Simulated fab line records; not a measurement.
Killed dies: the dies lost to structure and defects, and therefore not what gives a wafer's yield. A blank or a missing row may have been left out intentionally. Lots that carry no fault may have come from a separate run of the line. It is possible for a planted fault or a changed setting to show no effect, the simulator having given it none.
Which tool is to blame?	flow berkeley cmos170	Sampling: 7 lots, 21 wafers, 2 of 331 route steps

== WHAT THE GAUGES READ, wafer by wafer ==
UCB170_PLDD_CD_MEAS_06: the cd target is 1200 nm.
lot	measured	on	cd nm (nm)
L321	day 7 21:47	cd sem-02	1198.9 1199.0 1197.5
L323	day 8 13:04	cd sem-02	1198.6 1198.1 1198.5
L326	day 8 13:39	cd sem-02	1200.5 1201.0 1200.4
L331	day 9 09:21	cd sem-01	1197.9 1197.1 1199.9
L333	day 10 04:31	cd sem-02	1220.3 1219.8 1219.9
L339	day 11 12:13	cd sem-02	1200.1 1200.9 1200.9
L342	day 11 23:32	cd sem-01	1200.1 1199.5 1198.6

== TOOL THAT RAN EACH LOT (tool first, then ch and the chambers of the sampled wafers, then the start) ==
lot	UCB170_PLDD_PEB_04
L321	litho track-02 ch 0, day 7 21:31
L323	litho track-01 ch 0, day 8 12:00
L326	litho track-03 ch 0, day 8 13:00
L331	litho track-02 ch 0, day 9 09:04
L333	litho track-03 ch 0, day 10 04:14
L339	litho track-01 ch 0, day 11 11:56
L342	litho track-01 ch 0, day 11 23:16
- UCB170_PLDD_PEB_04

== THE ANSWER, worked out from the rows above alone ==
Rule: the lots themselves supply what counts as usual. The widest of any qualifying gaps counts: lots, ordered by their means at a reading, are off when they make up no more than a third of the lots, leave a main group of 4 or more, and stand apart from it by 3 or more times the standard deviation of that group's means. If all means in a main group match to the digits the tables above print for the reading, that group is not used. Also off: a lot with no number at a reading for which 4 or more lots have one. Where the step has rows for the other lots, those lots are counted as sound.
Off: L333, at UCB170_PLDD_CD_MEAS_06 (cd nm). Mean 1199.3 nm and standard deviation 1 in the main group.
A tool fits if, at a process step before that reading, it ran every lot that is off, and no sound lot after the first of them. Those tools and the gauges at UCB170_PLDD_CD_MEAS_06 are tried in the same way. One fits: litho track-03 at UCB170_PLDD_PEB_04. Its last sound lot is L326 (day 8 13:00), its first lot that is off L333 (day 10 04:14): a fault that began between those two fits.

== WHAT THE SIMULATOR PUT IN ==
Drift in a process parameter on litho track-03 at UCB170_PLDD_PEB_04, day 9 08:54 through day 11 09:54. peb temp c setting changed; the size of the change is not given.
Struck lots among those shown: L333. This agrees with what the rule above found.
